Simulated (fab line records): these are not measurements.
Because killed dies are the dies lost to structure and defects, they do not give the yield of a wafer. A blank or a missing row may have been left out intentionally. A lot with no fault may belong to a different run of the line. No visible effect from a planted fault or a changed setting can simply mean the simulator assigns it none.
Which of the tools did it? -- flow ritCmos -- 13 lots, 39 wafers sampled, at 5 steps of a route of 202

== WHAT THE GAUGES SHOWED, per wafer ==
RIT_ACTIVE_THK_MEAS_04.
lot,measured,on,ACTIVE_NITRIDE_THK (nm)
L930,day 2 00:52,filmMetro-03,150.7 153.0 150.6
L933,day 2 14:32,filmMetro-03,150.1 149.8 148.7
L934,day 2 19:32,filmMetro-03,152.4 152.6 152.8
L935,day 3 00:32,filmMetro-01,149.8 150.8 150.8
L938,day 3 17:50,filmMetro-03,150.5 149.7 149.9
L939,day 3 21:46,filmMetro-01,150.6 150.4 150.4
L940,day 4 02:09,filmMetro-01,149.7 150.2 150.1
L942,day 4 12:35,filmMetro-02,150.3 150.5 150.1
L943,day 4 17:27,filmMetro-03,149.6 147.7 148.2
L947,day 5 12:50,filmMetro-02,149.7 148.3 150.4
L948,day 5 18:06,filmMetro-03,150.0 151.7 150.4
L949,day 5 23:16,filmMetro-02,151.8 153.3 151.9
L951,day 6 09:28,filmMetro-02,151.3 151.1 151.7

RIT_FOX1_THK_MEAS_01.
lot,measured,on,FOX1_OXIDE_THK (nm)
L930,day 2 04:10,filmMetro-04,362 358 366
L933,day 2 18:07,filmMetro-04,354 358 358
L934,day 2 22:56,filmMetro-02,350 350 347
L935,day 3 05:22,filmMetro-04,346 354 349
L938,day 3 21:14,filmMetro-01,338 344 343
L939,day 4 03:05,filmMetro-04,342 340 334
L940,day 4 07:35,filmMetro-02,348 348 352
L942,day 4 17:31,filmMetro-01,358 348 353
L943,day 4 22:25,filmMetro-04,359 355 359
L947,day 5 18:10,filmMetro-02,346 358 349
L948,day 5 23:07,filmMetro-04,351 354 354
L949,day 6 03:52,filmMetro-01,362 359 357
L951,day 6 13:22,filmMetro-04,353 351 356

RIT_NWELL_TW_MEAS_10.
lot,measured,on,NWELL_TW
L930,day 2 08:17,filmMetro-04,2144 2141 2146
L933,day 2 22:15,filmMetro-02,2155 2164 2147
L934,day 3 03:00,filmMetro-03,2166 2153 2141
L935,day 3 09:29,filmMetro-04,2152 2143 2155
L938,day 4 01:10,filmMetro-04,2177 2159 2166
L939,day 4 08:49,filmMetro-04,2174 2170 2171
L940,day 4 11:39,filmMetro-04,2166 2166 2178
L942,day 4 21:26,filmMetro-03,2157 2154 2159
L943,day 5 03:52,filmMetro-04,2146 2148 2130
L947,day 5 23:17,filmMetro-04,2138 2165 2145
L948,day 6 04:04,filmMetro-04,2152 2159 2154
L949,day 6 08:55,filmMetro-04,2163 2151 2147
L951,day 6 18:16,filmMetro-04,2153 2153 2161

RIT_GATE_CD_MEAS_16: target cd 150 nm.
lot,measured,on,cdNm (nm)
L930,day 2 23:53,cdSem-01,153.5 158.4 155.1
L933,day 3 20:23,cdSem-01,151.5 153.3 151.9
L934,day 3 21:14,cdSem-01,149.3 149.0 150.0
L935,day 4 05:15,cdSem-02,150.8 148.9 150.0
L938,day 4 18:49,cdSem-01,149.8 149.0 149.9
L939,day 5 04:10,cdSem-02,151.2 148.3 149.2
L940,day 5 04:01,cdSem-01,145.0 146.3 147.6
L942,day 5 17:28,cdSem-02,194.5 195.9 194.7
L943,day 5 21:08,cdSem-02,146.8 147.7 147.2
L947,day 6 16:12,cdSem-02,152.4 151.8 154.1
L948,day 6 22:06,cdSem-02,151.8 148.5 150.0
L949,day 7 01:33,cdSem-02,149.3 148.9 149.7
L951,day 7 13:02,cdSem-02,150.3 150.2 150.6

== WHICH TOOL RAN EACH LOT (tool, then ch and the chambers of the sampled wafers, then the start) ==
lot,RIT_GATE_EXPOSE_13
L930,"ilineStepper-01 ch 0, day 2 23:20"
L933,"ilineStepper-01 ch 0, day 3 19:59"
L934,"ilineStepper-01 ch 0, day 3 20:50"
L935,"ilineStepper-02 ch 0, day 4 04:51"
L938,"ilineStepper-02 ch 0, day 4 18:25"
L939,"ilineStepper-02 ch 0, day 5 03:46"
L940,"ilineStepper-02 ch 0, day 5 03:37"
L942,"ilineStepper-01 ch 0, day 5 17:04"
L943,"ilineStepper-01 ch 0, day 5 20:44"
L947,"ilineStepper-01 ch 0, day 6 15:48"
L948,"ilineStepper-01 ch 0, day 6 21:42"
L949,"ilineStepper-02 ch 0, day 7 01:09"
L951,"ilineStepper-02 ch 0, day 7 12:38"
- RIT_GATE_EXPOSE_13: exposes mask M6, target cd 150 nm.

== WHAT THE TOOLS THEMSELVES READ (means of the sampled wafers that have a number; where no wafer has one, the mark that the record gives instead) ==
RIT_GATE_EXPOSE_13.
lot,tool,stageVelMmS (mm/s)
L930,ilineStepper-01,500.03
L933,ilineStepper-01,499.81
L934,ilineStepper-01,499.74
L935,ilineStepper-02,499.73
L938,ilineStepper-02,499.78
L939,ilineStepper-02,500.27
L940,ilineStepper-02,500.05
L942,ilineStepper-01,500.11
L943,ilineStepper-01,500.00
L947,ilineStepper-01,499.87
L948,ilineStepper-01,499.86
L949,ilineStepper-02,499.86
L951,ilineStepper-02,499.68

== THE ANSWER, worked out from the rows above alone ==
Rule: what is usual is taken from the lots themselves. The widest of any qualifying gaps counts: lots, ordered by their means at a reading, are off when they make up no more than a third of the lots, leave a main group of 4 or more, and stand apart from it by 3 or more times the standard deviation of that group's means. Not used: any main group whose means are identical at the precision the tables above print for the reading. A lot without any number at a reading at which 4 lots or more have one is off too. All remaining lots with rows at the step are treated as sound. The gauges are gone through in route order, then the tools' own readings, and for those a lot's mean is taken as printed above. At the first step where some lot is off, the reading lying furthest off is the one used; lots without a number count as furthest.
Off: L942, at RIT_GATE_CD_MEAS_16 (cdNm). Mean 150.2 nm and standard deviation 2.4 in the main group.
If a tool, at a process step before that reading, ran all the lots that are off and no sound lot after the first of them, it fits. Those tools and the gauges at RIT_GATE_CD_MEAS_16 are tried in the same way. No candidate that was tried fits.

== WHAT WAS PUT IN BY THE SIMULATOR ==
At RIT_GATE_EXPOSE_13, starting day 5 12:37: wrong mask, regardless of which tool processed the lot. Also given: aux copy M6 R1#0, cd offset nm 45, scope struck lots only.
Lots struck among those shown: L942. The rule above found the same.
